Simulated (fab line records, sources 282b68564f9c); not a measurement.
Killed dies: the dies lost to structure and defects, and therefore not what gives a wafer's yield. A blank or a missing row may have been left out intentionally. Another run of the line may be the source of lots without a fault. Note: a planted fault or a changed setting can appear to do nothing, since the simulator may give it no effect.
Split-lot study || flow rit-cmos || 23 wafers read across 5 lots, on a route 202 steps long

## SPLIT DETAILS
At RIT_PSD_IMPLANT_08, the setting energy-kev was moved away from the recipe's 27 on 8 of the 23 wafers read, by -4.9% to +5.6%. This setting was run at the recipe's value on the other wafers.

## FROM THE SPLIT TO THE READING: what the file shows between them, 3 steps
- RIT_PSD_STRIP_09: strips in O2, time 180 s
- RIT_SDANNEAL_CLEAN_02: cleans in SC2, time 600 s
- RIT_SDANNEAL_RTA_03: time 5 s

## THE READING
PSD_RS, in ohm/sq, at RIT_SDANNEAL_RS_MEAS_04 (measures by four-point-probe). A value of 115.99 ohm/sq with a standard deviation of 0.28 ohm/sq is what fault-free wafers of this fab line usually give.

{"wafer": "L075.1", "tool, chamber at the split": "implanter-03, 0", "energy-kev as run": 28.5, "against the recipe": "+5.6%", "PSD_RS, ohm/sq": 112.74, "against lot-mates on the recipe": -3.42}
{"wafer": "L075.3", "tool, chamber at the split": "implanter-03, 0", "energy-kev as run": 27, "against the recipe": "recipe", "PSD_RS, ohm/sq": 116.19, "against lot-mates on the recipe": "-"}
{"wafer": "L075.4", "tool, chamber at the split": "implanter-03, 0", "energy-kev as run": 27, "against the recipe": "recipe", "PSD_RS, ohm/sq": 116.14, "against lot-mates on the recipe": "-"}
{"wafer": "L075.5", "tool, chamber at the split": "implanter-03, 0", "energy-kev as run": 28.5, "against the recipe": "+5.6%", "PSD_RS, ohm/sq": 112.87, "against lot-mates on the recipe": -3.29}
{"wafer": "L075.6", "tool, chamber at the split": "implanter-03, 0", "energy-kev as run": 28.5, "against the recipe": "+5.6%", "PSD_RS, ohm/sq": 112.86, "against lot-mates on the recipe": -3.30}
{"wafer": "L076.1", "tool, chamber at the split": "implanter-02, 0", "energy-kev as run": 28.05, "against the recipe": "+3.9%", "PSD_RS, ohm/sq": 113.32, "against lot-mates on the recipe": -2.37}
{"wafer": "L076.2", "tool, chamber at the split": "implanter-02, 0", "energy-kev as run": 27, "against the recipe": "recipe", "PSD_RS, ohm/sq": 115.69, "against lot-mates on the recipe": "-"}
{"wafer": "L076.3", "tool, chamber at the split": "implanter-02, 0", "energy-kev as run": 27, "against the recipe": "recipe", "PSD_RS, ohm/sq": 115.78, "against lot-mates on the recipe": "-"}
{"wafer": "L076.4", "tool, chamber at the split": "implanter-02, 0", "energy-kev as run": 27, "against the recipe": "recipe", "PSD_RS, ohm/sq": 115.59, "against lot-mates on the recipe": "-"}
{"wafer": "L076.5", "tool, chamber at the split": "implanter-02, 0", "energy-kev as run": 28.05, "against the recipe": "+3.9%", "PSD_RS, ohm/sq": 113.20, "against lot-mates on the recipe": -2.49}
{"wafer": "L078.1", "tool, chamber at the split": "implanter-01, 0", "energy-kev as run": 25.67, "against the recipe": "-4.9%", "PSD_RS, ohm/sq": 119.24, "against lot-mates on the recipe": "+2.68"}
{"wafer": "L078.2", "tool, chamber at the split": "implanter-01, 0", "energy-kev as run": 27, "against the recipe": "recipe", "PSD_RS, ohm/sq": 116.49, "against lot-mates on the recipe": "-"}
{"wafer": "L078.3", "tool, chamber at the split": "implanter-01, 0", "energy-kev as run": 25.67, "against the recipe": "-4.9%", "PSD_RS, ohm/sq": 119.59, "against lot-mates on the recipe": "+3.03"}
{"wafer": "L078.4", "tool, chamber at the split": "implanter-01, 0", "energy-kev as run": 27, "against the recipe": "recipe", "PSD_RS, ohm/sq": 116.63, "against lot-mates on the recipe": "-"}
{"wafer": "L078.6", "tool, chamber at the split": "implanter-01, 0", "energy-kev as run": 25.67, "against the recipe": "-4.9%", "PSD_RS, ohm/sq": 119.56, "against lot-mates on the recipe": "+3.00"}
{"wafer": "L079.3", "tool, chamber at the split": "implanter-01, 0", "energy-kev as run": 27, "against the recipe": "recipe", "PSD_RS, ohm/sq": 115.87, "against lot-mates on the recipe": "-"}
{"wafer": "L079.4", "tool, chamber at the split": "implanter-01, 0", "energy-kev as run": 27, "against the recipe": "recipe", "PSD_RS, ohm/sq": 116.13, "against lot-mates on the recipe": "-"}
{"wafer": "L079.5", "tool, chamber at the split": "implanter-01, 0", "energy-kev as run": 27, "against the recipe": "recipe", "PSD_RS, ohm/sq": 115.83, "against lot-mates on the recipe": "-"}
{"wafer": "L084.1", "tool, chamber at the split": "implanter-01, 0", "energy-kev as run": 27, "against the recipe": "recipe", "PSD_RS, ohm/sq": 116.08, "against lot-mates on the recipe": "-"}
{"wafer": "L084.2", "tool, chamber at the split": "implanter-01, 0", "energy-kev as run": 27, "against the recipe": "recipe", "PSD_RS, ohm/sq": 115.90, "against lot-mates on the recipe": "-"}
{"wafer": "L084.4", "tool, chamber at the split": "implanter-01, 0", "energy-kev as run": 27, "against the recipe": "recipe", "PSD_RS, ohm/sq": 116.03, "against lot-mates on the recipe": "-"}
{"wafer": "L084.5", "tool, chamber at the split": "implanter-01, 0", "energy-kev as run": 27, "against the recipe": "recipe", "PSD_RS, ohm/sq": 115.94, "against lot-mates on the recipe": "-"}
{"wafer": "L084.6", "tool, chamber at the split": "implanter-01, 0", "energy-kev as run": 27, "against the recipe": "recipe", "PSD_RS, ohm/sq": 116.09, "against lot-mates on the recipe": "-"}

FIT RESULTS
A straight line over all 23 wafers: PSD_RS changes by -0.645 ohm/sq for each +1% of energy-kev; r = -0.99; the points scatter about the line by 0.3 ohm/sq.
The same after taking each lot's own level away (the mean of its wafers on the recipe; 23 wafers): -0.6 ohm/sq for each +1%; r = -1.00; scatter 0.1 ohm/sq.
Per that fit: largest energy-kev move, reading shift of 3.3 ohm/sq.
From 115.687 to 116.560 ohm/sq: that is the span of the lots' own levels, equal to 3.1 times the standard deviation above.
Consequently the slope shifts little with the lot-to-lot level, the two slopes agreeing.
Check: -3.33 ohm/sq against its lot-mates is what the line predicts for one of the wafers moved furthest among these (+5.6%) when that wafer is left out of the fit. It came out at -3.42 ohm/sq against them.

## THE OTHER SPLITS THESE WAFERS WENT THROUGH
These wafers also went through other splits before the reading. Each is held against what the fit with the lots' levels taken away leaves over:
{"other split on the same wafers": "RIT_ACTIVE_OXIDATION_01 ox-time-s", "wafers away from the commonest value": 15, "r with PSD_RS (lot level and that fit taken away)": -0.12}
{"other split on the same wafers": "RIT_NWELL_COAT_01 spin-rpm", "wafers away from the commonest value": 8, "r with PSD_RS (lot level and that fit taken away)": "+0.09"}
{"other split on the same wafers": "RIT_PWELL_IMPLANT_08 energy-kev", "wafers away from the commonest value": 11, "r with PSD_RS (lot level and that fit taken away)": "+0.03"}
{"other split on the same wafers": "RIT_NRETRO_COAT_01 spin-rpm", "wafers away from the commonest value": 8, "r with PSD_RS (lot level and that fit taken away)": -0.22}
{"other split on the same wafers": "RIT_NRETRO_IMPLANT_08 energy-kev", "wafers away from the commonest value": 9, "r with PSD_RS (lot level and that fit taken away)": -0.08}
{"other split on the same wafers": "RIT_PRETRO_IMPLANT_08 energy-kev", "wafers away from the commonest value": 11, "r with PSD_RS (lot level and that fit taken away)": "+0.05"}
{"other split on the same wafers": "RIT_GATE_CVD_08 pressure-mtorr", "wafers away from the commonest value": 15, "r with PSD_RS (lot level and that fit taken away)": "+0.05"}
{"other split on the same wafers": "RIT_GATE_DEVELOP_15 develop-time-s", "wafers away from the commonest value": 5, "r with PSD_RS (lot level and that fit taken away)": -0.29}
{"other split on the same wafers": "RIT_NLDD_SOFTBAKE_02 temp-c", "wafers away from the commonest value": 9, "r with PSD_RS (lot level and that fit taken away)": -0.06}
{"other split on the same wafers": "RIT_PLDD_IMPLANT_08 energy-kev", "wafers away from the commonest value": 5, "r with PSD_RS (lot level and that fit taken away)": "+0.05"}
{"other split on the same wafers": "RIT_SPACER_ETCHBACK_05 rf-w", "wafers away from the commonest value": 9, "r with PSD_RS (lot level and that fit taken away)": "+0.06"}
{"other split on the same wafers": "RIT_NSD_IMPLANT_08 energy-kev", "wafers away from the commonest value": 8, "r with PSD_RS (lot level and that fit taken away)": -0.16}

## THE WHOLE CHAIN: every reading that the file lists as answering this split, in the file's order
{"step": "RIT_PSD_IMPLANT_08", "what it does": "", "reading": "implant.rp-nm (the simulator's own value, which no gauge read)", "change (the file's fit)": "+0.176 nm for each +1% of the setting", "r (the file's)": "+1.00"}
{"step": "RIT_PSD_IMPLANT_08", "what it does": "", "reading": "implant.drp-nm (the simulator's own value, which no gauge read)", "change (the file's fit)": "+0.0846 nm for each +1% of the setting", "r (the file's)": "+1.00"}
{"step": "RIT_SDANNEAL_RS_MEAS_04", "what it does": "measures by four-point-probe", "reading": "PSD_RS", "change (the file's fit)": "-0.602 for each +1% of the setting", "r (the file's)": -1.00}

## FILE'S OWN FIT
PSD_RS changes by -0.602 ohm/sq for each +1% of energy-kev, r = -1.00.
